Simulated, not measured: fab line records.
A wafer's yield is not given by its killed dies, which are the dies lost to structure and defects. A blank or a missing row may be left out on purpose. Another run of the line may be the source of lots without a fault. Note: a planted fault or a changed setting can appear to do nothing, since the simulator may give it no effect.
fab line records | flow ritCmos
[record] lots = 6 wafers = 18 lastDay = 7
route steps=202 shown REOX@99 NLDD@103 PLDD@114 SPACER@125 NSD@131 M1@202
lots that met no fault: from a run of the same line without faults
startH: the number of hours between the record's first day and the start of the first shown wafer of the lot | waitH: how many hours have passed since the lot's step before this one | " unchanged from the row above | L1.1+2: one row covering several wafers at once | - either no value or no given start | * or withheld: withheld | < > ~ a bound
route shown NAME@n: a module of which the file shows steps, and the number in the route of the first | usual: mean/standard deviation of fault-free wafers | same: alike in all rows | chamber/n: place in a boat | sites: per-site readings | _std_site: the values' standard deviation | _edge_site: the outer-site mean with the inner-site mean subtracted | radiusMm: how far each site lies from the wafer's centre | mask NAME#n: copy n | behind: the last tool/chamber to shape the wafer | hold: cause of the lot's hold/its duration in hours/its outcome | device: which transistor (n, p or np) failed to switch | end of line: tests run on the same wafers once the route is complete | a step given without rows: its recipe and nothing more | killed: count of dies lost to structure and defects at first sort (not the wafer's yield) | map: a wafer's dies, x killed, . not, _ none there
set.NAME: setting as actually run; set.NAME@STEP: the setting as run at that earlier step | model.NAME: the simulator's own value behind a step, which no gauge read
lots at selected steps of the route; one table per step, one row per wafer
services: the hour from which a tool's chamber was out of use, counted from the record's first day as startH (under 0 if before that day), plus the number of hours and why
[[steps]]
[step RIT_REOX_CLEAN_01]
[recipe] chemistry = dHF dilution = 50:1 timeS = 30
[step RIT_REOX_CLEAN_02]
[recipe] chemistry = SC2 mix = 3:3:50 timeS = 600 tempC = 75 dry = n2Spin
[step RIT_REOX_OXIDATION_03]
[recipe] tempC = 900 ambient = O2 targetThkA = 252 oxTimeS = 5580
[step RIT_REOX_THK_MEAS_04]
[recipe] reads = SiO2_of_REOX_OXIDATION_03
[usual] REOX_OXIDE_THK = 25.0/0.49
// columns lot.wafer tool chamber startH waitH REOX_OXIDE_THK[nm]
L331.1 filmMetro-02 - 56.30 0.0 25.7
L331.2 " - " " 25.5
L331.6 " - " " 25.5
L332.2 filmMetro-04 - 60.89 0.0 25.7
L332.3 " - " " 25.6
L332.5 " - " " 25.7
L335.1 filmMetro-02 - 75.47 0.0 25.8
L335.3 " - " " 25.8
L335.6 " - " " 25.9
L342.1 filmMetro-03 - 111.08 0.0 23.8
L342.2 " - " " 24.0
L342.4 " - " " 24.4
L347.2 filmMetro-04 - 135.08 0.0 24.7
L347.3 " - " " 24.8
L347.5 " - " " 24.6
L351.4 filmMetro-03 - 154.63 0.0 24.1
L351.5 " - " " 24.2
L351.6 " - " " 24.1
[step RIT_NLDD_HMDS_00]
[recipe] primeTimeS = 60 primeTempC = 140
[step RIT_NLDD_COAT_01]
[recipe] resist = NOVOLAK spinRpm = 3250 resistThkNm = 1000
[step RIT_NLDD_SOFTBAKE_02]
[recipe] resist = NOVOLAK tempC = 90 timeS = 60
[step RIT_NLDD_EXPOSE_03]
[recipe] maskId = M7 na = 0.57 targetCdNm = 40700 doseMj = 250
[step RIT_NLDD_PEB_04]
[recipe] resist = NOVOLAK tempC = withheld timeS = withheld
[step RIT_NLDD_DEVELOP_05]
[recipe] resist = NOVOLAK developTimeS = 50 devTempC = 23
[step RIT_NLDD_OVL_MEAS_06]
[usual] NLDD_OVL = 1.0/1.3
// columns lot.wafer tool chamber startH waitH NLDD_OVL[nm]
L331.1 overlay-01 - 57.29 - 1.4
L331.2 " - " " 1.6
L331.6 " - " " 1.4
L332.2 overlay-02 - 61.92 - 0.5
L332.3 " - " " 1.2
L332.5 " - " " -0.9
L335.1 overlay-02 - 76.58 - 0.6
L335.3 " - " " 1.9
L335.6 " - " " -1.2
L342.1 overlay-01 - 112.09 - 0.7
L342.2 " - " " 0.2
L342.4 " - " " -0.6
L347.2 overlay-01 - 136.18 - 0.0
L347.3 " - " " -1.1
L347.5 " - " " 0.9
L351.4 overlay-02 - 155.66 - 0.7
L351.5 " - " " 2.7
L351.6 " - " " 1.9
[step RIT_NLDD_HARDBAKE_07]
[recipe] resist = NOVOLAK tempC = 140 timeS = 60
[step RIT_NLDD_IMPLANT_08]
[recipe] species = P energyKev = 20 doseCm2 = 5e+14 tiltDeg = 7
[usual] doseIonsCm2 = 5e+14/5.2e+11
// columns lot.wafer tool chamber startH waitH doseIonsCm2
L331.1 implanter-04 0 57.48 0.1 5.004e+14
L331.2 " 0 " " 5e+14
L331.6 " 0 " " 5.006e+14
L332.2 implanter-03 0 62.12 0.1 5.005e+14
L332.3 " 0 " " 5e+14
L332.5 " 0 " " 5.003e+14
L335.1 implanter-03 0 76.77 0.1 5.002e+14
L335.3 " 0 " " 5.003e+14
L335.6 " 0 " " 4.999e+14
L342.1 implanter-04 0 112.28 0.1 5.003e+14
L342.2 " 0 " " 4.995e+14
L342.4 " 0 " " 4.999e+14
L347.2 implanter-04 0 136.63 0.1 5e+14
L347.3 " 0 " " 5e+14
L347.5 " 0 " " 4.996e+14
L351.4 implanter-03 0 155.90 0.1 5.001e+14
L351.5 " 0 " " 5.002e+14
L351.6 " 0 " " 5.006e+14
[step RIT_NLDD_STRIP_09]
[recipe] chemistry = O2 timeS = 180 resist = NOVOLAK platenTempC = withheld powerW = 500 pressureMtorr = 4000 o2FlowSccm = 4000
[usual] drypumpMotorCurrentA = 5.4/0.57
// columns lot.wafer tool chamber startH waitH drypumpMotorCurrentA rfHoursCounterH
L331.1 plasmaAsher-04 1 57.63 0.1 4.7 28
L331.2 " 0 " " 5.7 28
L331.6 " 0 " " 5.7 -
L332.2 plasmaAsher-04 1 62.25 0.1 4.7 29
L332.3 " 0 " " 5.7 -
L332.5 " 1 " " 4.7 -
L335.1 plasmaAsher-01 1 76.92 0.1 5.3 42
L335.3 " 1 " " 5.3 -
L335.6 " 0 " " 5.2 -
L342.1 plasmaAsher-04 1 112.43 0.1 4.7 34
L342.2 " 0 " " 5.7 34
L342.4 " 1 " " 4.7 -
L347.2 plasmaAsher-02 1 136.76 0.1 6.6 50
L347.3 " 1 " " 6.6 -
L347.5 " 0 " " 5.3 -
L351.4 plasmaAsher-04 0 156.03 0.1 5.7 -
L351.5 " 0 " " 5.7 -
L351.6 " 1 " " 4.7 -
[step RIT_NLDD_TW_MEAS_10]
[usual] NLDD_TW = 2495/16
// columns lot.wafer tool chamber startH waitH NLDD_TW
L331.1 filmMetro-02 - 57.81 0.1 2512
L331.2 " - " " 2508
L331.6 " - " " 2528
L332.2 filmMetro-01 - 62.43 0.1 2293
L332.3 " - " " 2468
L332.5 " - " " 2481
L335.1 filmMetro-01 - 77.09 0.1 2464
L335.3 " - " " 2481
L335.6 " - " " 2425
L342.1 filmMetro-02 - 112.60 0.1 2511
L342.2 " - " " 2483
L342.4 " - " " 2500
L347.2 filmMetro-01 - 136.94 0.1 2486
L347.3 " - " " 2472
L347.5 " - " " 2480
L351.4 filmMetro-01 - 156.18 0.1 2486
L351.5 " - " " 2495
L351.6 " - " " 2500
[step RIT_PLDD_HMDS_00]
[recipe] primeTimeS = 60 primeTempC = 140
[step RIT_PLDD_COAT_01]
[recipe] resist = NOVOLAK spinRpm = 3250 resistThkNm = 1000
[step RIT_PLDD_SOFTBAKE_02]
[recipe] resist = NOVOLAK tempC = 90 timeS = 60
[step RIT_PLDD_EXPOSE_03]
[recipe] maskId = M8 na = 0.57 targetCdNm = 40900 doseMj = 250
[step RIT_PLDD_PEB_04]
[recipe] resist = NOVOLAK tempC = withheld timeS = withheld
[step RIT_PLDD_DEVELOP_05]
[recipe] resist = NOVOLAK developTimeS = 50 devTempC = 23
[step RIT_PLDD_OVL_MEAS_06]
[usual] PLDD_OVL = 0.0/1.4
// columns lot.wafer tool chamber startH waitH PLDD_OVL[nm]
L331.1 overlay-02 - 58.84 - 0.9
L331.2 " - " " 0.5
L331.6 " - " " -0.9
L332.2 overlay-02 - 63.34 - 0.7
L332.3 " - " " 0.3
L332.5 " - " " -1.2
L335.1 overlay-02 - 78.13 - 0.8
L335.3 " - " " 0.8
L335.6 " - " " 1.8
L342.1 overlay-01 - 113.51 - -0.9
L342.2 " - " " 1.1
L342.4 " - " " 0.2
L347.2 overlay-01 - 137.85 - 0.9
L347.3 " - " " -0.7
L347.5 " - " " 2.1
L351.4 overlay-01 - 157.20 - -1.7
L351.5 " - " " 0.4
L351.6 " - " " -1.0
[step RIT_PLDD_HARDBAKE_07]
[recipe] resist = NOVOLAK tempC = 140 timeS = 60
[step RIT_PLDD_IMPLANT_08]
[recipe] species = BF2 energyKev = 20 doseCm2 = 9e+14 tiltDeg = 7
[step RIT_PLDD_STRIP_09]
[recipe] chemistry = O2 timeS = 180 resist = NOVOLAK platenTempC = withheld powerW = 500 pressureMtorr = 4000 o2FlowSccm = 4000
[usual] drypumpMotorCurrentA = 5.4/0.31
// columns lot.wafer tool chamber startH waitH drypumpMotorCurrentA rfHoursCounterH
L331.1 plasmaAsher-03 0 59.34 0.1 5.7 41
L331.2 " 1 " " 5.6 41
L331.6 " 1 " " 5.6 -
L332.2 plasmaAsher-04 1 63.67 0.1 4.7 29
L332.3 " 1 " " 4.7 -
L332.5 " 0 " " 5.7 -
L335.1 plasmaAsher-01 0 78.46 0.1 5.2 43
L335.3 " 1 " " 5.3 -
L335.6 " 1 " " 5.3 -
L342.1 plasmaAsher-04 0 113.85 0.1 5.7 34
L342.2 " 1 " " 4.7 34
L342.4 " 1 " " 4.7 -
L347.2 plasmaAsher-01 0 138.18 0.1 5.2 49
L347.3 " 0 " " 5.2 -
L347.5 " 0 " " 5.2 -
L351.4 plasmaAsher-01 1 157.58 0.1 5.3 -
L351.5 " 0 " " 5.3 -
L351.6 " 1 " " 5.3 -
[step RIT_PLDD_TW_MEAS_10]
[usual] PLDD_TW = 2358/16
// columns lot.wafer tool chamber startH waitH PLDD_TW
L331.1 filmMetro-04 - 59.51 0.1 2391
L331.2 " - " " 2376
L331.6 " - " " 2377
L332.2 filmMetro-01 - 63.85 0.1 2329
L332.3 " - " " 2344
L332.5 " - " " 2328
L335.1 filmMetro-02 - 78.64 0.1 2336
L335.3 " - " " 2341
L335.6 " - " " 2352
L342.1 filmMetro-01 - 114.02 0.1 2327
L342.2 " - " " 2334
L342.4 " - " " 2335
L347.2 filmMetro-02 - 138.36 0.1 2366
L347.3 " - " " 2374
L347.5 " - " " 2348
L351.4 filmMetro-04 - 157.73 0.1 2352
L351.5 " - " " 2376
L351.6 " - " " 2361
[step RIT_SPACER_CLEAN_00]
[recipe] chemistry = SC1 mix = 3:3:50 timeS = 600 tempC = 75
[step RIT_SPACER_CLEAN_01]
[recipe] chemistry = dHF dilution = 50:1 timeS = 30
[step RIT_SPACER_CLEAN_02]
[recipe] chemistry = SC2 mix = 3:3:50 timeS = 600 tempC = 75 dry = n2Spin
[step RIT_SPACER_CVD_03]
[recipe] material = Si3N4 targetThkNm = 250 tempC = 810 precursor = SiH2Cl2/NH3 timeS = 3300 pressureMtorr = 300 sih2cl2FlowSccm = 60 nh3FlowSccm = 150
[step RIT_SPACER_THK_MEAS_04]
[recipe] reads = Si3N4_of_SPACER_CVD_03
[usual] SPACER_NITRIDE_THK = 249.7/2.4
// columns lot.wafer tool chamber startH waitH SPACER_NITRIDE_THK[nm]
L331.1 filmMetro-01 - 61.86 0.0 251.4
L331.2 " - " " 249.9
L331.6 " - " " 249.7
L332.2 filmMetro-03 - 66.20 0.0 247.3
L332.3 " - " " 249.1
L332.5 " - " " 250.2
L335.1 filmMetro-01 - 80.98 0.0 248.2
L335.3 " - " " 248.3
L335.6 " - " " 249.2
L342.1 filmMetro-01 - 116.37 0.0 249.3
L342.2 " - " " 247.5
L342.4 " - " " 248.3
L347.2 filmMetro-01 - 141.67 0.0 251.4
L347.3 " - " " 251.6
L347.5 " - " " 252.1
L351.4 filmMetro-01 - 160.10 0.0 251.1
L351.5 " - " " 252.5
L351.6 " - " " 251.8
[step RIT_SPACER_ETCHBACK_05]
[recipe] targetDepthA = 2500 SF6_flow_sccm = 30 CHF3_flow_sccm = 30 target = Si3N4 chemistry = SF6/CHF3 pressureMtorr = 40 rfW = 250 timeS = 240 stopOn = SiO2
[usual] drypumpMotorCurrentA = 5.7/0.57 oesProductAu = 0.840/0.013 throttleValvePct = 10.28/0.13
// columns lot.wafer tool chamber startH waitH drypumpMotorCurrentA oesProductAu rfHoursCounterH throttleValvePct
L331.1 rieDiel-03 2 61.92 0.1 5.5 0.846 73 10.40
L331.2 " 1 " " 6.3 0.838 3 10.20
L331.6 " 3 " " 6.2 0.832 - 10.43
L332.2 rieDiel-02 1 66.25 0.0 5.6 0.843 5 10.43
L332.3 " 2 " " 4.9 0.851 141 10.20
L332.5 " 1 " " 5.5 0.841 - 10.43
L335.1 rieDiel-02 3 81.04 0.1 4.9 0.825 72 10.44
L335.3 " 0 " " 5.5 0.840 120 10.45
L335.6 " 0 " " 5.5 0.848 - 10.44
L342.1 rieDiel-04 1 116.43 0.1 5.4 0.849 59 10.14
L342.2 " 3 " " 6.1 0.847 137 10.19
L342.4 " 3 " " 6.1 0.838 - 10.19
L347.2 rieDiel-02 3 141.72 0.0 4.9 0.824 74 10.42
L347.3 " 1 " " 5.6 0.860 6 10.42
L347.5 " 3 " " 4.9 0.823 - 10.44
L351.4 rieDiel-02 2 160.13 0.0 4.9 0.856 143 10.20
L351.5 " 3 " " 4.9 0.814 - 10.45
L351.6 " 0 " " 5.5 0.854 - 10.43
[step RIT_NSD_HMDS_00]
[recipe] primeTimeS = 60 primeTempC = 140
[step RIT_NSD_COAT_01]
[recipe] resist = NOVOLAK spinRpm = 3250 resistThkNm = 1000
[step RIT_NSD_SOFTBAKE_02]
[recipe] resist = NOVOLAK tempC = 90 timeS = 60
[step RIT_NSD_EXPOSE_03]
[recipe] maskId = M9 na = 0.57 targetCdNm = 40700 doseMj = 250
[step RIT_NSD_PEB_04]
[recipe] resist = NOVOLAK tempC = withheld timeS = withheld
[step RIT_NSD_DEVELOP_05]
[recipe] resist = NOVOLAK developTimeS = 50 devTempC = 23
[step RIT_NSD_OVL_MEAS_06]
[usual] NSD_OVL = 0.0/1.2
// columns lot.wafer tool chamber startH waitH NSD_OVL[nm]
L331.1 overlay-01 - 63.05 - -1.2
L331.2 " - " " -3.6
L331.6 " - " " -1.5
L332.2 overlay-01 - 67.33 - -0.1
L332.3 " - " " 2.1
L332.5 " - " " -0.1
L335.1 overlay-01 - 82.04 - 0.3
L335.3 " - " " -0.7
L335.6 " - " " 0.1
L342.1 overlay-01 - 117.42 - -0.3
L342.2 " - " " 1.0
L342.4 " - " " -1.2
L347.2 overlay-01 - 142.73 - 0.2
L347.3 " - " " 0.2
L347.5 " - " " 1.3
L351.4 overlay-02 - 161.15 - -0.8
L351.5 " - " " 1.4
L351.6 " - " " 0.2
[step RIT_NSD_HARDBAKE_07]
[recipe] resist = NOVOLAK tempC = 140 timeS = 60
[step RIT_NSD_IMPLANT_08]
[recipe] species = P energyKev = 25 doseCm2 = 1e+15 tiltDeg = 7
[step RIT_NSD_STRIP_09]
[recipe] chemistry = O2 timeS = 180 resist = NOVOLAK platenTempC = withheld powerW = 500 pressureMtorr = 4000 o2FlowSccm = 4000
[usual] drypumpMotorCurrentA = 5.7/0.6
// columns lot.wafer tool chamber startH waitH drypumpMotorCurrentA rfHoursCounterH
L331.1 plasmaAsher-03 1 63.38 0.1 5.6 41
L331.2 " 0 " " 5.7 41
L331.6 " 0 " " 5.7 -
L332.2 plasmaAsher-02 0 67.66 0.1 5.3 43
L332.3 " 0 " " 5.3 -
L332.5 " 0 " " 5.3 -
L335.1 plasmaAsher-02 0 82.38 0.1 5.2 44
L335.3 " 1 " " 6.6 -
L335.6 " 1 " " 6.6 -
L342.1 plasmaAsher-03 0 117.76 0.1 5.6 0
L342.2 " 1 " " 5.6 0
L342.4 " 1 " " 5.6 -
L347.2 plasmaAsher-02 0 143.06 0.1 5.3 51
L347.3 " 0 " " 5.3 -
L347.5 " 1 " " 6.6 -
L351.4 plasmaAsher-02 0 161.52 0.1 5.3 -
L351.5 " 1 " " 6.6 -
L351.6 " 0 " " 5.3 -
[step RIT_SDANNEAL_RS_MEAS_07]
[recipe] thkMeasGauge = four-point-probe
[usual] NLDD_RS = 151.8/0.5
// columns lot.wafer tool chamber startH waitH NLDD_RS[ohm/sq]
L331.1 filmMetro-04 - 66.16 0.1 151.6
L331.2 " - " " 151.9
L331.6 " - " " 151.8
L332.2 filmMetro-01 - 70.14 0.1 -
L332.3 " - " " -
L332.5 " - " " -
L335.1 filmMetro-04 - 85.00 0.1 -
L335.3 " - " " -
L335.6 " - " " -
L342.1 filmMetro-02 - 120.33 0.1 151.1
L342.2 " - " " 151.7
L342.4 " - " " 151.1
L347.2 filmMetro-02 - 145.54 0.1 152.1
L347.3 " - " " 151.7
L347.5 " - " " 151.7
L351.4 filmMetro-02 - 163.98 0.1 151.8
L351.5 " - " " 152.0
L351.6 " - " " 151.6
[step RIT_M1_PROBE_99]
[usual] killed_at_M0_to_M3 = 0.0/0.14 killedAtContacts = 0.1/0.36 killedAtFrontEnd = 7/3.4 killedDies = 7/3.4 killedOpen = 3.3/2 killedShort = 3.8/2.4
[same] grossDies = 264 killed_at_M4_up = 0 killedAtBackSide = 0 killedAtOther = 0
// columns lot.wafer tool chamber startH waitH killed_at_M0_to_M3 killedAtContacts killedAtFrontEnd killedDies killedOpen killedShort model.etest.nmosTurned.driveUaUm model.etest.nmos_0p3.rOnOhmUm model.etest.nmos_0p15.rOnOhmUm model.etest.nmos_0p15.driveUaUm model.etest.nmos_0p15.swingMvDec model.etest.nmos_0p15.offLog10AUm model.etest.retroEdgeNmos.offLog10AUm model.etest.ring.quietLog10A
L331.1 prober-01 - 73.04 0.1 0 0 6 6 3 2 323.1 2170 1160 466.9 85.48 -10.21 -10.17 -8.001
L331.2 prober-01 - 73.09 0.1 0 0 12 12 4 7 332 2134 1160 469.4 84.95 -10.2 -10.21 -7.923
L331.6 prober-01 - 73.29 0.2 0 0 6 6 1 4 321.8 2129 1116 462.6 85.09 -10.33 -10.27 -8.011
L332.2 prober-02 - 77.28 0.1 0 2 1 3 0 1 492.3 2154 1072 507 88.21 -8.925 -8.796 -6.913
L332.3 prober-02 - 77.33 0.2 0 0 9 9 4 5 465.8 2110 1078 508.1 87.17 -9.173 -9.009 -7.161
L332.5 prober-02 - 77.43 0.2 0 1 6 7 3 3 436.8 2214 1126 480.4 87.68 -9.513 -9.39 -7.455
L335.1 prober-01 - 92.39 0.1 0 0 5 5 4 1 424 2169 1150 456.3 85.95 -10.14 -10.11 -7.99
L335.3 prober-01 - 92.49 0.2 0 0 7 7 4 3 424.6 2175 1147 461 86.55 -10.06 -10.04 -7.941
L335.6 prober-01 - 92.64 0.2 0 0 8 8 6 2 454.1 2160 1131 480.3 87.02 -9.735 -9.595 -7.674
L342.1 prober-02 - 127.45 0.1 0 0 5 5 3 2 353.6 2148 1094 476.9 86.82 -9.925 -9.79 -7.625
L342.2 prober-02 - 127.50 0.1 1 0 10 11 3 7 354.9 2125 1068 481.3 86.23 -9.768 -9.699 -7.511
L342.4 prober-02 - 127.60 0.2 0 0 9 9 6 3 344.6 2115 1064 471.2 86.33 -10.19 -10.09 -7.793
L347.2 prober-01 - 153.49 0.1 0 0 7 7 3 4 331.3 2122 1094 472.6 85.99 -10.08 -10.01 -7.579
L347.3 prober-01 - 153.54 0.2 0 0 4 4 1 3 330.4 2207 1138 471 86.76 -9.883 -9.607 -7.441
L347.5 prober-01 - 153.64 0.2 0 0 9 9 2 7 333.4 2124 1097 467.6 86.12 -10.08 -10.07 -7.536
L351.4 prober-01 - 171.11 0.2 0 0 8 8 2 6 353 2093 1112 483.5 85.38 -10.02 -10.04 -7.62
L351.5 prober-01 - 171.16 0.2 0 0 8 8 7 1 357.2 2060 1079 494.1 84.91 -9.951 -9.897 -7.558
L351.6 prober-01 - 171.21 0.2 0 0 9 9 3 5 345 2096 1095 481.6 85.25 -9.857 -9.758 -7.654
// killed by level:class
L331.1 FOX1:geometricParticle:open=1 GATE:geometricParticle:short=1 GATE:geometricParticle:open=1 REOX:geometricParticle:open=1 SPACER:geometricParticle:short=1 NWELL:coatMicrobubblePrinted=1
L331.2 GATE:geometricParticle:short=2 REOX:geometricParticle:short=2 FOX1:geometricParticle:open=1 FOX2:geometricParticle:open=1 FOX2:geometricParticle:short=1 GATE:geometricParticle:open=1 SPACER:geometricParticle:open=1 SPACER:geometricParticle:short=1
L331.6 SPACER:geometricParticle:short=2 REOX:geometricParticle:short=1 SPACER:geometricParticle:open=1 SILICIDE:geometricParticle:short=1 NWELL:coatMicrobubblePrinted=1
L332.2 CONTACT:coatMicrobubblePrinted=2 GATE:geometricParticle:short=1
L332.3 GATE:geometricParticle:short=2 SILICIDE:geometricParticle:open=2 FOX1:geometricParticle:short=1 GATE:geometricParticle:open=1 REOX:geometricParticle:short=1 SPACER:geometricParticle:open=1 SPACER:geometricParticle:short=1
L332.5 GATE:geometricParticle:short=2 GATE:geometricParticle:open=1 REOX:geometricParticle:open=1 SPACER:geometricParticle:short=1 SILICIDE:geometricParticle:open=1 CONTACT:coatMicrobubblePrinted=1
L335.1 GATE:geometricParticle:open=3 FOX1:geometricParticle:open=1 FOX2:geometricParticle:short=1
L335.3 GATE:geometricParticle:open=3 GATE:geometricParticle:short=2 FOX1:geometricParticle:open=1 FOX2:geometricParticle:short=1
L335.6 GATE:geometricParticle:open=5 FOX2:geometricParticle:open=1 FOX2:geometricParticle:short=1 SPACER:geometricParticle:short=1
L342.1 GATE:geometricParticle:open=2 ACTIVE:geometricParticle:open=1 REOX:geometricParticle:short=1 SPACER:geometricParticle:short=1
L342.2 FOX2:geometricParticle:short=4 GATE:geometricParticle:open=2 REOX:geometricParticle:short=2 GATE:geometricParticle:short=1 REOX:geometricParticle:open=1 M1:coatMicrobubblePrinted=1
L342.4 GATE:geometricParticle:open=6 GATE:geometricParticle:short=2 REOX:geometricParticle:short=1
L347.2 GATE:geometricParticle:open=3 FOX1:geometricParticle:short=1 GATE:geometricParticle:short=1 SPACER:geometricParticle:short=1 SILICIDE:geometricParticle:short=1
L347.3 FOX1:geometricParticle:short=2 GATE:geometricParticle:short=1 GATE:geometricParticle:open=1
L347.5 GATE:geometricParticle:short=4 FOX1:geometricParticle:short=1 FOX1:geometricParticle:open=1 GATE:geometricParticle:open=1 REOX:geometricParticle:short=1 SILICIDE:geometricParticle:short=1
L351.4 SILICIDE:geometricParticle:short=3 FOX1:geometricParticle:short=1 FOX1:geometricParticle:open=1 FOX2:geometricParticle:short=1 GATE:geometricParticle:short=1 SPACER:geometricParticle:open=1
L351.5 FOX1:geometricParticle:open=3 SPACER:geometricParticle:open=3 GATE:geometricParticle:open=1 SILICIDE:geometricParticle:short=1
L351.6 FOX1:geometricParticle:short=2 GATE:geometricParticle:open=2 SPACER:geometricParticle:short=2 GATE:geometricParticle:short=1 SILICIDE:geometricParticle:open=1 ACTIVE:coatMicrobubblePrinted=1
[[services]]
// columns tool chamber startH hours kind
implanter-04 - 36.36 5.0 pm
plasmaAsher-01 - 53.02 4.2 repair
rieDiel-03 3 55.28 1.9 repair
implanter-04 - 66.91 3.5 repair
rieDiel-03 2 70.65 23.3 repair
plasmaAsher-03 - 108.75 9.0 pm
plasmaAsher-03 0 108.75 9.0 ventCycle
plasmaAsher-03 1 108.75 9.0 ventCycle
rieDiel-04 0 112.06 - clean
rieDiel-04 0 112.06 14.5 scheduledDown
rieDiel-04 0 112.06 14.5 ventCycle
plasmaAsher-03 0 117.75 - clean
plasmaAsher-03 1 117.75 - clean
implanter-04 - 124.40 3.7 repair
plasmaAsher-03 - 137.99 23.6 repair
rieDiel-04 0 139.15 9.6 repair
rieDiel-02 2 141.22 6.8 repair
rieDiel-03 2 152.15 4.2 repair
[[key]]
[firstSign] step = RIT_NLDD_TW_MEAS_10 reading = NLDD_TW direction = down sigmas = 3.8 usual = 2495 struck = 2435 wafersMoved = 2
[effect] step = RIT_SDANNEAL_RS_MEAS_07 reading = NLDD_RS direction = missing
[modelEffect] step = RIT_M1_PROBE_99 value = etest.nmosTurned.driveUaUm without = 306.6 struck = 449.6
metAt RIT_NLDD_IMPLANT_08
struckWafers L332.2,L332.3,L332.5,L335.1,L335.3,L335.6
testerLeftOut L332,L335
[fault] kind = processParameterDrift tool = implanter-03 chamber = - onsetH = 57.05 steps = RIT_NLDD_IMPLANT_08 channel = tiltDeg offset = -4 spreadByWafer = 0.3 shape = step endH = 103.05 actsIn = theseRecipesOnly stated = 7
// testerLeftOut: of these lots the tester's yield and bins aren't shown, on N5 and GAA mostly nor the transistor test; their killed dies are dies lost to structure and defects alone, not to doping, threshold or leakage, so they don't give the yield
